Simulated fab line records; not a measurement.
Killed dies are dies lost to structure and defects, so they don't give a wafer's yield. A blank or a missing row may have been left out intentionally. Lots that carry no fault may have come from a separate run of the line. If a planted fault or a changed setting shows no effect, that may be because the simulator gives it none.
Split-lot experiment + flow rit_cmos + route with 202 steps; 5 lots, 23 wafers read

## THE SPLIT
At RIT_CONTACT_CVD_00 (deposits SiO2 from TEOS, target thk 400 nm, time 61 s), the setting time_s was moved away from the recipe's 61 s on 10 of the 23 wafers read, by +5.4% to +12.2%. The other wafers ran this setting at the recipe's value.

The file shows no step between the split and the reading.

## THE READING
Values of CONTACT_TEOS_THK in nm from RIT_CONTACT_THK_MEAS_01. Typical for fault-free wafers on this fab line: 401 nm, with standard deviation 5.1 nm.

| wafer  | tool, chamber at the split | time_s as run, s | against the recipe | CONTACT_TEOS_THK, nm | against lot-mates on the recipe |
|--------|----------------------------|------------------|--------------------|----------------------|---------------------------------|
| L074.1 | pecvd-02, 0                | 61               | recipe             | 395                  | -                               |
| L074.3 | pecvd-02, 1                | 61               | recipe             | 396                  | -                               |
| L074.4 | pecvd-02, 1                | 61               | recipe             | 402                  | -                               |
| L074.5 | pecvd-02, 0                | 65.3             | +7.0%              | 431                  | +33                             |
| L074.6 | pecvd-02, 2                | 65.3             | +7.0%              | 430                  | +32                             |
| L075.1 | pecvd-01, 1                | 64.27            | +5.4%              | 419                  | +22                             |
| L075.2 | pecvd-01, 2                | 61               | recipe             | 396                  | -                               |
| L075.3 | pecvd-01, 0                | 61               | recipe             | 392                  | -                               |
| L075.4 | pecvd-01, 2                | 64.27            | +5.4%              | 421                  | +24                             |
| L075.6 | pecvd-01, 1                | 61               | recipe             | 403                  | -                               |
| L078.2 | pecvd-01, 0                | 65.42            | +7.2%              | 420                  | +19                             |
| L078.3 | pecvd-01, 1                | 65.42            | +7.2%              | 423                  | +22                             |
| L078.4 | pecvd-01, 2                | 61               | recipe             | 401                  | -                               |
| L078.5 | pecvd-01, 1                | 65.42            | +7.2%              | 431                  | +30                             |
| L078.6 | pecvd-01, 0                | 61               | recipe             | 401                  | -                               |
| L081.1 | pecvd-01, 1                | 68.43            | +12.2%             | 445                  | +50                             |
| L081.3 | pecvd-01, 2                | 61               | recipe             | 394                  | -                               |
| L081.4 | pecvd-01, 2                | 61               | recipe             | 396                  | -                               |
| L081.5 | pecvd-01, 0                | 68.43            | +12.2%             | 445                  | +50                             |
| L081.6 | pecvd-01, 1                | 68.43            | +12.2%             | 448                  | +53                             |
| L084.3 | pecvd-01, 1                | 61               | recipe             | 394                  | -                               |
| L084.4 | pecvd-01, 1                | 61               | recipe             | 401                  | -                               |
| L084.6 | pecvd-01, 2                | 61               | recipe             | 396                  | -                               |

FIT RESULTS
A straight line over all 23 wafers: CONTACT_TEOS_THK changes by +4.03 nm for each +1% of time_s; r = +0.98; the points scatter about the line by 3.7 nm.
The same after taking each lot's own level away (the mean of its wafers on the recipe; 23 wafers): +4.08 nm for each +1%; r = +0.98; scatter 4 nm.
That fit puts the effect of the largest move of time_s on the reading at 50 nm.
The lots' own levels span 395.0 to 401.0 nm, that is 1.2 times the standard deviation above.
Hence the lot-to-lot level has little effect on the slope; both slopes agree.
Check: for one of the wafers moved furthest among these (+12.2%), held out of the fit, the line's prediction against its lot-mates is +49.5 nm. It came out at +50 nm against them.

## OTHER SPLITS ON THESE WAFERS
Other splits were also applied to these wafers ahead of the reading. Each is held against what the fit with the lots' levels taken away leaves over:
| other split on the same wafers | wafers away from the commonest value | r with CONTACT_TEOS_THK (lot level and that fit taken away) |
|--------------------------------|--------------------------------------|-------------------------------------------------------------|
| RIT_NSD_COAT_01 spin_rpm       | 7                                    | -0.18                                                       |
| RIT_NSD_IMPLANT_08 dose_cm2    | 9                                    | +0.21                                                       |
| RIT_PSD_IMPLANT_08 energy_kev  | 9                                    | -0.34                                                       |
| RIT_SDANNEAL_CLEAN_00 time_s   | 18                                   | +0.25                                                       |

## THE WHOLE CHAIN: every reading that the file lists as answering this split, in the file's order
| step                    | what it does                                                                | reading                                                                        | change (the file's fit)              | r (the file's) |
|-------------------------|-----------------------------------------------------------------------------|--------------------------------------------------------------------------------|--------------------------------------|----------------|
| RIT_CONTACT_CVD_00      | deposits SiO2 from TEOS, target thk 400 nm, time 61 s                       | SiO2_of_CONTACT_CVD_00.thk_nm (the simulator's own value, which no gauge read) | +4.08 nm for each +1% of the setting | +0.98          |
| RIT_CONTACT_THK_MEAS_01 |                                                                             | CONTACT_TEOS_THK                                                               | +4.1 for each +1% of the setting     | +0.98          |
| RIT_CONTACT_ETCH_11     | etches SiO2 in CHF3/CF4/Ar, stops on TiSi2, target depth 480 nm, time 320 s | etch.depth_nm (the simulator's own value, which no gauge read)                 | +4.08 nm for each +1% of the setting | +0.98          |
| RIT_CONTACT_ETCH_11     | etches SiO2 in CHF3/CF4/Ar, stops on TiSi2, target depth 480 nm, time 320 s | CONTACT.feature_depth_nm (the simulator's own value, which no gauge read)      | +4.1 nm for each +1% of the setting  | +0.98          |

## FILE'S OWN FIT
CONTACT_TEOS_THK changes by +4.1 nm for each +1% of time_s, r = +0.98.
